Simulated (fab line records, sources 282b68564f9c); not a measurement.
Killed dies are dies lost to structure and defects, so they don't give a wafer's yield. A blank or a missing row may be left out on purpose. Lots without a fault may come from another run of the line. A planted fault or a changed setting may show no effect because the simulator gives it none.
Which tool did it? | flow rit_cmos | 15 lots, 45 wafers sampled, at 3 steps of a route of 202

WHAT THE GAUGES READ, wafer by wafer
RIT_NSD_OVL_MEAS_06.
lot  | measured    | on         | NSD_OVL (nm)
L999 | day 3 00:16 | overlay-02 | 0.1 0.9 0.8
L100 | day 3 03:18 | overlay-02 | -1.7 -2.1 -2.7
L102 | day 3 14:31 | overlay-01 | 0.2 0.3 0.0
L103 | day 3 20:58 | overlay-01 | -5.5 -5.3 -5.8
L106 | day 4 10:26 | overlay-01 | -0.2 -0.2 -1.0
L107 | day 4 14:35 | overlay-01 | -3.0 -3.0 -2.3
L109 | day 5 00:47 | overlay-02 | 0.2 0.5 1.3
L113 | day 5 21:29 | overlay-01 | - - -
L114 | day 6 01:31 | overlay-02 | - - -
L115 | day 6 06:44 | overlay-02 | - - -
L118 | day 6 22:13 | overlay-02 | -2.3 -1.7 -1.1
L119 | day 7 05:13 | overlay-02 | 0.1 -0.8 -1.5
L120 | day 7 09:44 | overlay-01 | -4.6 -3.0 -5.1
L121 | day 7 14:58 | overlay-02 | -0.7 0.8 -0.7
L122 | day 7 23:26 | overlay-01 | -3.8 -4.9 -3.7

RIT_PSD_TW_MEAS_10.
lot  | measured    | on            | PSD_TW
L999 | day 3 02:19 | film_metro-04 | 3413 3392 3410
L100 | day 3 05:14 | film_metro-03 | 3381 3394 3383
L102 | day 3 16:34 | film_metro-04 | 3427 3410 3406
L103 | day 3 23:03 | film_metro-03 | 3403 3414 3420
L106 | day 4 12:30 | film_metro-03 | 3428 3449 3431
L107 | day 4 16:31 | film_metro-03 | 3428 3419 3413
L109 | day 5 02:43 | film_metro-04 | 3400 3407 3377
L113 | day 5 23:25 | film_metro-04 | 3588 3607 3590
L114 | day 6 03:34 | film_metro-04 | 3561 3599 3590
L115 | day 6 08:41 | film_metro-04 | 3567 3576 3583
L118 | day 7 00:09 | film_metro-04 | 3373 3379 3393
L119 | day 7 07:21 | film_metro-04 | 3395 3422 3392
L120 | day 7 11:52 | film_metro-04 | 3402 3373 3391
L121 | day 7 16:54 | film_metro-03 | 3432 3442 3441
L122 | day 8 01:29 | film_metro-04 | 3410 3391 3416

WHICH TOOL RAN EACH LOT (tool, then ch and the chambers of the sampled wafers, then the start)
lot  | RIT_NSD_COAT_01
L999 | litho_track-03 ch 0, day 2 23:26
L100 | litho_track-01 ch 0, day 3 02:30
L102 | litho_track-03 ch 0, day 3 13:41
L103 | litho_track-02 ch 0, day 3 20:08
L106 | litho_track-02 ch 0, day 4 09:44
L107 | litho_track-03 ch 0, day 4 13:46
L109 | litho_track-02 ch 0, day 4 23:58
L113 | litho_track-01, day 5 20:49
L114 | litho_track-03, day 6 00:38
L115 | litho_track-01, day 6 06:02
L118 | litho_track-01 ch 0, day 6 21:28
L119 | litho_track-03 ch 0, day 7 04:31
L120 | litho_track-03 ch 0, day 7 09:03
L121 | litho_track-02 ch 0, day 7 14:09
L122 | litho_track-01 ch 0, day 7 22:38
- RIT_NSD_COAT_01: resist thk 1000 nm.

WHAT THE TOOLS THEMSELVES READ (means of the sampled wafers that have a number; where no wafer has one, the mark that the record gives instead)
RIT_NSD_COAT_01.
lot  | tool           | chill_plate_temp_C (C) | dispense_pressure_kPa (kPa)
L999 | litho_track-03 | 23.06                  | 48.7
L100 | litho_track-01 | 23.07                  | 51.0
L102 | litho_track-03 | 23.06                  | 48.7
L103 | litho_track-02 | 22.90                  | 52.7
L106 | litho_track-02 | 22.93                  | 52.7
L107 | litho_track-03 | 23.09                  | 48.7
L109 | litho_track-02 | 23.04                  | 52.7
L113 | litho_track-01 | -                      | -
L114 | litho_track-03 | -                      | -
L115 | litho_track-01 | -                      | -
L118 | litho_track-01 | 23.01                  | 51.0
L119 | litho_track-03 | 22.99                  | 48.6
L120 | litho_track-03 | 23.11                  | 48.7
L121 | litho_track-02 | 22.98                  | 52.7
L122 | litho_track-01 | 23.21                  | 51.0

THE ANSWER, worked out from the rows above alone
Rule: what is usual is taken from the lots themselves. Put in order of their means at a reading, lots are off if they are a third of the lots or fewer, leave a main group of 4 or more, and stand apart from it by a gap of 3 or more times the standard deviation of the main group's means; of several such gaps the widest counts. A main group whose means are all the same, to the digits that the tables above print for the reading, isn't used. A lot without any number at a reading at which 4 lots or more have one is off too. The other lots that the step has rows for count as sound. The gauges are gone through in route order, then the tools' own readings, and for those a lot's mean is taken as printed above. The first step at which some lot is off is used, and at that step the reading that is off furthest; a lot without a number counts as furthest.
Off: L113, L114, L115, at RIT_NSD_OVL_MEAS_06 (NSD_OVL). Without a number there: L113, L114, L115. The main group: mean -1.7 nm, standard deviation 2.
A tool fits if, at a process step before that reading, it ran every lot that is off, and no sound lot after the first of them. The gauges at RIT_NSD_OVL_MEAS_06 aren't tried: what is off there is off at RIT_PSD_TW_MEAS_10 too, on other tools, and a gauge's error can't cause that. None of those tried fits.

WHAT THE SIMULATOR HAD PUT IN
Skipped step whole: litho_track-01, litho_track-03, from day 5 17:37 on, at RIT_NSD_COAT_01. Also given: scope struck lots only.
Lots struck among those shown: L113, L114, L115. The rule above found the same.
